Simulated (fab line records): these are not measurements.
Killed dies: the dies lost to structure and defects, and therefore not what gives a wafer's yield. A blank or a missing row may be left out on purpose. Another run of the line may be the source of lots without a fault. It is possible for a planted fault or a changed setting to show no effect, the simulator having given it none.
Which tool did it? / flow berkeley-cmos170 / 33 wafers from 11 lots sampled at 2 of the route's 331 steps

== WHAT EACH GAUGE READ, for each wafer ==
UCB170_V2_THK_MEAS_01.
lot=L211; measured=day 8 19:23; on=film-metro-01; V2_TEOS_THK (nm)=2015 1997 2026
lot=L212; measured=day 8 22:03; on=film-metro-01; V2_TEOS_THK (nm)=2002 1997 2023
lot=L213; measured=day 9 01:34; on=film-metro-04; V2_TEOS_THK (nm)=1979 1988 2010
lot=L214; measured=day 9 04:37; on=film-metro-04; V2_TEOS_THK (nm)=1985 1983 2027
lot=L224; measured=day 11 14:11; on=film-metro-01; V2_TEOS_THK (nm)=1948 1902 1943
lot=L226; measured=day 12 09:39; on=film-metro-04; V2_TEOS_THK (nm)=1930 1949 1931
lot=L230; measured=day 13 00:45; on=film-metro-03; V2_TEOS_THK (nm)=2005 2002 2007
lot=L228; measured=day 13 06:38; on=film-metro-01; V2_TEOS_THK (nm)=1994 1988 2026
lot=L229; measured=day 13 07:07; on=film-metro-03; V2_TEOS_THK (nm)=2003 1991 2017
lot=L232; measured=day 13 07:49; on=film-metro-01; V2_TEOS_THK (nm)=1972 1971 1988
lot=L234; measured=day 13 16:16; on=film-metro-03; V2_TEOS_THK (nm)=1997 1979 2034

== WHICH TOOL RAN EACH LOT (tool, then ch and the chambers of the sampled wafers, then the start) ==
lot=L211; UCB170_V2_CVD_00=pecvd-04 ch 0,1,2, day 8 19:14
lot=L212; UCB170_V2_CVD_00=pecvd-04 ch 0,1,2, day 8 21:53
lot=L213; UCB170_V2_CVD_00=pecvd-01 ch 0,2, day 9 01:23
lot=L214; UCB170_V2_CVD_00=pecvd-02 ch 0,2, day 9 04:28
lot=L224; UCB170_V2_CVD_00=pecvd-04 ch 0,1,2, day 11 14:02
lot=L226; UCB170_V2_CVD_00=pecvd-04 ch 0,1,2, day 12 09:30
lot=L230; UCB170_V2_CVD_00=pecvd-01 ch 0,1,2, day 13 00:36
lot=L228; UCB170_V2_CVD_00=pecvd-02 ch 0,2, day 13 06:28
lot=L229; UCB170_V2_CVD_00=pecvd-01 ch 0,1,2, day 13 06:58
lot=L232; UCB170_V2_CVD_00=pecvd-02 ch 1,2, day 13 07:40
lot=L234; UCB170_V2_CVD_00=pecvd-02 ch 0,1, day 13 16:06
- UCB170_V2_CVD_00: deposits SiO2 from TEOS/O2, target thk 2000 nm, time 250 s.

== THE ANSWER, worked out from the rows above alone ==
Rule: what is usual is taken from the lots themselves. The widest of any qualifying gaps counts: lots, ordered by their means at a reading, are off when they make up no more than a third of the lots, leave a main group of 4 or more, and stand apart from it by 3 or more times the standard deviation of that group's means. A main group is skipped when, at the precision printed for the reading in the tables above, its means are all equal. A lot without any number at a reading at which 4 lots or more have one is off too. Any other lot the step has rows for is counted as sound.
Off: L224, L226, at UCB170_V2_THK_MEAS_01 (V2_TEOS_THK). The main group has a mean of 2000 nm with a standard deviation of 9.8.
If a tool, at a process step before that reading, ran all the lots that are off and no sound lot after the first of them, it fits. Those tools and the gauges at UCB170_V2_THK_MEAS_01 are tried in the same way. One fits: pecvd-04 at UCB170_V2_CVD_00. A fault onset in the window from L212 (day 8 21:53, its last sound lot) to L224 (day 11 14:02, its first lot off) fits.

== WHAT THE SIMULATOR HAD INSERTED ==
Site profile drift: pecvd-04, from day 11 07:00 on, at UCB170_V2_CVD_00. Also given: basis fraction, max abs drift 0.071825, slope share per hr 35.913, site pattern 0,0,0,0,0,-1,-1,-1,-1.
Struck lots among those shown: L224, L226. The rule above reached the same finding.
